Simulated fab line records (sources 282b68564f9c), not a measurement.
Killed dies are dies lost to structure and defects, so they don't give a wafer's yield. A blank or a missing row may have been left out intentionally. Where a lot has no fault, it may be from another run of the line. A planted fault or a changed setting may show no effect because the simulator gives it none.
Which tool did it? || flow ritCmos || 14 lots with 42 wafers sampled at 2 steps, on a route of 202 steps

== WHAT THE GAUGES READ, wafer by wafer ==
RIT_FOX1_THK_MEAS_01.
{"lot": "L310", "measured": "day 1 17:15", "on": "filmMetro-02", "FOX1_OXIDE_THK (nm)": "353 355 361"}
{"lot": "L311", "measured": "day 2 00:34", "on": "filmMetro-04", "FOX1_OXIDE_THK (nm)": "346 346 349"}
{"lot": "L314", "measured": "day 2 17:53", "on": "filmMetro-02", "FOX1_OXIDE_THK (nm)": "345 345 342"}
{"lot": "L315", "measured": "day 2 22:13", "on": "filmMetro-01", "FOX1_OXIDE_THK (nm)": "346 347 348"}
{"lot": "L316", "measured": "day 3 04:15", "on": "filmMetro-04", "FOX1_OXIDE_THK (nm)": "366 363 363"}
{"lot": "L317", "measured": "day 3 10:22", "on": "filmMetro-04", "FOX1_OXIDE_THK (nm)": "338 347 337"}
{"lot": "L318", "measured": "day 3 10:54", "on": "filmMetro-04", "FOX1_OXIDE_THK (nm)": "354 354 358"}
{"lot": "L323", "measured": "day 4 13:32", "on": "filmMetro-04", "FOX1_OXIDE_THK (nm)": "355 362 362"}
{"lot": "L325", "measured": "day 4 22:58", "on": "filmMetro-02", "FOX1_OXIDE_THK (nm)": "362 354 354"}
{"lot": "L326", "measured": "day 5 02:39", "on": "filmMetro-04", "FOX1_OXIDE_THK (nm)": "387 390 390"}
{"lot": "L328", "measured": "day 5 12:55", "on": "filmMetro-04", "FOX1_OXIDE_THK (nm)": "403 401 401"}
{"lot": "L329", "measured": "day 5 16:32", "on": "filmMetro-01", "FOX1_OXIDE_THK (nm)": "358 361 356"}
{"lot": "L331", "measured": "day 6 03:15", "on": "filmMetro-04", "FOX1_OXIDE_THK (nm)": "354 352 342"}
{"lot": "L333", "measured": "day 6 15:32", "on": "filmMetro-01", "FOX1_OXIDE_THK (nm)": "354 354 358"}

== WHAT TOOL EACH LOT RAN ON (gives the tool, then ch and the chambers of the sampled wafers, and finally the start) ==
{"lot": "L310", "RIT_FOX1_OXIDATION_00": "furnace-03 ch 0, day 1 15:56"}
{"lot": "L311", "RIT_FOX1_OXIDATION_00": "furnace-04 ch 0, day 1 23:15"}
{"lot": "L314", "RIT_FOX1_OXIDATION_00": "furnace-03 ch 0, day 2 16:34"}
{"lot": "L315", "RIT_FOX1_OXIDATION_00": "furnace-03 ch 0, day 2 20:53"}
{"lot": "L316", "RIT_FOX1_OXIDATION_00": "furnace-03 ch 0, day 3 02:56"}
{"lot": "L317", "RIT_FOX1_OXIDATION_00": "furnace-01 ch 0, day 3 09:03"}
{"lot": "L318", "RIT_FOX1_OXIDATION_00": "furnace-03 ch 0, day 3 09:34"}
{"lot": "L323", "RIT_FOX1_OXIDATION_00": "furnace-03 ch 0, day 4 12:12"}
{"lot": "L325", "RIT_FOX1_OXIDATION_00": "furnace-04 ch 0, day 4 21:39"}
{"lot": "L326", "RIT_FOX1_OXIDATION_00": "furnace-04 ch 0, day 5 01:18"}
{"lot": "L328", "RIT_FOX1_OXIDATION_00": "furnace-04 ch 0, day 5 11:35"}
{"lot": "L329", "RIT_FOX1_OXIDATION_00": "furnace-03 ch 0, day 5 15:13"}
{"lot": "L331", "RIT_FOX1_OXIDATION_00": "furnace-01 ch 0, day 6 01:56"}
{"lot": "L333", "RIT_FOX1_OXIDATION_00": "furnace-03 ch 0, day 6 14:13"}
- RIT_FOX1_OXIDATION_00: target thk 350.7 nm, ox time 1130 s.

== AS READ BY THE TOOLS THEMSELVES (means over the sampled wafers that have a number; for cases with no such wafer, the mark the record gives instead) ==
RIT_FOX1_OXIDATION_00.
{"lot": "L310", "tool": "furnace-03", "spikeTcCentreC (C)": 1103.6, "spikeTcLoadC (C)": 1129.8, "spikeTcSourceC (C)": 1121.4, "tubeCenterTempC (C)": 1100, "tube_center_temp_C_max": 1102.7}
{"lot": "L311", "tool": "furnace-04", "spikeTcCentreC (C)": 1104.3, "spikeTcLoadC (C)": 1127.8, "spikeTcSourceC (C)": 1126.7, "tubeCenterTempC (C)": 1100, "tube_center_temp_C_max": 1103.2}
{"lot": "L314", "tool": "furnace-03", "spikeTcCentreC (C)": 1103.1, "spikeTcLoadC (C)": 1128.8, "spikeTcSourceC (C)": 1121.6, "tubeCenterTempC (C)": 1100, "tube_center_temp_C_max": 1103.3}
{"lot": "L315", "tool": "furnace-03", "spikeTcCentreC (C)": 1103.0, "spikeTcLoadC (C)": 1129.6, "spikeTcSourceC (C)": 1121.0, "tubeCenterTempC (C)": 1100, "tube_center_temp_C_max": 1102.4}
{"lot": "L316", "tool": "furnace-03", "spikeTcCentreC (C)": 1103.0, "spikeTcLoadC (C)": 1130.3, "spikeTcSourceC (C)": 1120.8, "tubeCenterTempC (C)": 1100, "tube_center_temp_C_max": 1102.5}
{"lot": "L317", "tool": "furnace-01", "spikeTcCentreC (C)": 1103.6, "spikeTcLoadC (C)": 1125.8, "spikeTcSourceC (C)": 1124.7, "tubeCenterTempC (C)": 1100, "tube_center_temp_C_max": 1103.5}
{"lot": "L318", "tool": "furnace-03", "spikeTcCentreC (C)": 1102.2, "spikeTcLoadC (C)": 1128.9, "spikeTcSourceC (C)": 1121.5, "tubeCenterTempC (C)": 1100, "tube_center_temp_C_max": 1102.6}
{"lot": "L323", "tool": "furnace-03", "spikeTcCentreC (C)": 1103.9, "spikeTcLoadC (C)": 1129.5, "spikeTcSourceC (C)": 1120.8, "tubeCenterTempC (C)": 1100, "tube_center_temp_C_max": 1102.8}
{"lot": "L325", "tool": "furnace-04", "spikeTcCentreC (C)": 1103.8, "spikeTcLoadC (C)": 1128.2, "spikeTcSourceC (C)": 1125.9, "tubeCenterTempC (C)": 1100, "tube_center_temp_C_max": 1102.7}
{"lot": "L326", "tool": "furnace-04", "spikeTcCentreC (C)": 1129.2, "spikeTcLoadC (C)": 1153.3, "spikeTcSourceC (C)": 1151.7, "tubeCenterTempC (C)": 1125, "tube_center_temp_C_max": 1127.6}
{"lot": "L328", "tool": "furnace-04", "spikeTcCentreC (C)": 1130.8, "spikeTcLoadC (C)": 1153.1, "spikeTcSourceC (C)": 1152.7, "tubeCenterTempC (C)": 1125, "tube_center_temp_C_max": 1127.9}
{"lot": "L329", "tool": "furnace-03", "spikeTcCentreC (C)": 1103.3, "spikeTcLoadC (C)": 1130.9, "spikeTcSourceC (C)": 1122.0, "tubeCenterTempC (C)": 1100, "tube_center_temp_C_max": 1102.7}
{"lot": "L331", "tool": "furnace-01", "spikeTcCentreC (C)": 1102.0, "spikeTcLoadC (C)": 1126.4, "spikeTcSourceC (C)": 1124.9, "tubeCenterTempC (C)": 1100, "tube_center_temp_C_max": 1102.9}
{"lot": "L333", "tool": "furnace-03", "spikeTcCentreC (C)": 1103.7, "spikeTcLoadC (C)": 1130.0, "spikeTcSourceC (C)": 1121.6, "tubeCenterTempC (C)": 1100, "tube_center_temp_C_max": 1103.0}

== THE ANSWER, worked out from the rows above alone ==
Rule: usual is defined by the lots themselves. The widest of any qualifying gaps counts: lots, ordered by their means at a reading, are off when they make up no more than a third of the lots, leave a main group of 4 or more, and stand apart from it by 3 or more times the standard deviation of that group's means. If all means in a main group match to the digits the tables above print for the reading, that group is not used. A lot without any number at a reading at which 4 lots or more have one is off too. Where the step has rows for the other lots, those lots are counted as sound. The gauges are gone through in route order, then the tools' own readings, and for those a lot's mean is taken as printed above. At the first step where some lot is off, the reading lying furthest off is the one used; lots without a number count as furthest.
Off: at RIT_FOX1_THK_MEAS_01 (FOX1_OXIDE_THK), L326, L328. The main group: mean 353 nm, standard deviation 6.8.
If a tool, at a process step before that reading, ran all the lots that are off and no sound lot after the first of them, it fits. The gauges at RIT_FOX1_THK_MEAS_01 aren't tried: what is off there is off at RIT_FOX1_OXIDATION_00 too, on other tools, and a gauge's error can't cause that. One fits: furnace-04 at RIT_FOX1_OXIDATION_00. Its last sound lot is L325 (day 4 21:39), its first lot that is off L326 (day 5 01:18): a fault that began between those two fits.
The tool's own readings at RIT_FOX1_OXIDATION_00 bear it out: on the lots that are off they differ by more than 5 times the standard deviation of the sound lots' means. spikeTcCentreC reads 1130.0 C there against 1103.3 C on the sound lots; spikeTcLoadC reads 1153.2 C there against 1128.8 C on the sound lots; spikeTcSourceC reads 1152.2 C there against 1122.7 C on the sound lots; tubeCenterTempC reads 1125 C there against 1100 C on the sound lots; tube_center_temp_C_max reads 1127.8 there against 1102.9 on the sound lots.

== WHAT THE SIMULATOR HAD INSERTED ==
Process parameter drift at RIT_FOX1_OXIDATION_00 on furnace-04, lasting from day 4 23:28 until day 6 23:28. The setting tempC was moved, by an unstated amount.
Lots struck among those shown: L326, L328. The rule above found the same.
